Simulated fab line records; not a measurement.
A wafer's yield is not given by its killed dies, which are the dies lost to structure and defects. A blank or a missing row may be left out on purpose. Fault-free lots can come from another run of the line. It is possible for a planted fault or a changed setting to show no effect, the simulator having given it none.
Which of the tools did it? || flow berkeley cmos170 || 7 lots with 21 wafers sampled at 2 steps, on a route of 331 steps

## WHAT THE GAUGES READ, wafer by wafer
UCB170_M2_RS_MEAS_02: uses a four-point probe to measure.
{"lot": "L833", "measured": "day 9 05:41", "on": "film metro-01", "M2_AL_RS (ohm/sq)": "0.0321 0.0322 0.0324"}
{"lot": "L836", "measured": "day 9 11:03", "on": "film metro-03", "M2_AL_RS (ohm/sq)": "0.0320 0.0319 0.0322"}
{"lot": "L840", "measured": "day 10 12:26", "on": "film metro-02", "M2_AL_RS (ohm/sq)": "0.0301 0.0303 0.0305"}
{"lot": "L842", "measured": "day 11 00:44", "on": "film metro-03", "M2_AL_RS (ohm/sq)": "0.0308 0.0305 0.0305"}
{"lot": "L845", "measured": "day 12 02:20", "on": "film metro-02", "M2_AL_RS (ohm/sq)": "0.0328 0.0327 0.0328"}
{"lot": "L853", "measured": "day 13 13:16", "on": "film metro-01", "M2_AL_RS (ohm/sq)": "0.0322 0.0319 0.0321"}
{"lot": "L854", "measured": "day 13 23:14", "on": "film metro-03", "M2_AL_RS (ohm/sq)": "0.0326 0.0330 0.0327"}

## TOOL THAT RAN EACH LOT (tool first, then ch and the chambers of the sampled wafers, then the start)
{"lot": "L833", "UCB170_M2_SPUTTER_01": "pvd sputter-03, day 9 05:35"}
{"lot": "L836", "UCB170_M2_SPUTTER_01": "pvd sputter-03, day 9 10:56"}
{"lot": "L840", "UCB170_M2_SPUTTER_01": "pvd sputter-03, day 10 12:22"}
{"lot": "L842", "UCB170_M2_SPUTTER_01": "pvd sputter-03, day 11 00:39"}
{"lot": "L845", "UCB170_M2_SPUTTER_01": "pvd sputter-02, day 12 02:15"}
{"lot": "L853", "UCB170_M2_SPUTTER_01": "pvd sputter-02, day 13 13:09"}
{"lot": "L854", "UCB170_M2_SPUTTER_01": "pvd sputter-01, day 13 23:08"}
- UCB170_M2_SPUTTER_01: material Al, target thk 900 nm, time 120 s.

## THE ANSWER, worked out from the rows above alone
Rule: what is usual is taken from the lots themselves. The widest of any qualifying gaps counts: lots, ordered by their means at a reading, are off when they make up no more than a third of the lots, leave a main group of 4 or more, and stand apart from it by 3 or more times the standard deviation of that group's means. If all means in a main group match to the digits the tables above print for the reading, that group is not used. Also off: a lot with no number at a reading for which 4 or more lots have one. Any other lot the step has rows for is counted as sound.
Off: L840, L842, seen at UCB170_M2_RS_MEAS_02 (M2_AL_RS). The main group has a mean of 0.0324 ohm/sq with a standard deviation of 0.00033.
If a tool, at a process step before that reading, ran all the lots that are off and no sound lot after the first of them, it fits. The gauges at UCB170_M2_RS_MEAS_02 are tried like those tools. One fits: pvd sputter-03 at UCB170_M2_SPUTTER_01. A fault onset in the window from L836 (day 9 10:56, its last sound lot) to L840 (day 10 12:22, its first lot off) fits.

## WHAT THE SIMULATOR PUT IN
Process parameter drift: pvd sputter-03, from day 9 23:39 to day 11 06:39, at UCB170_M2_SPUTTER_01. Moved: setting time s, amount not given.
Lots struck among those shown: L840, L842. The same result came from the rule above.
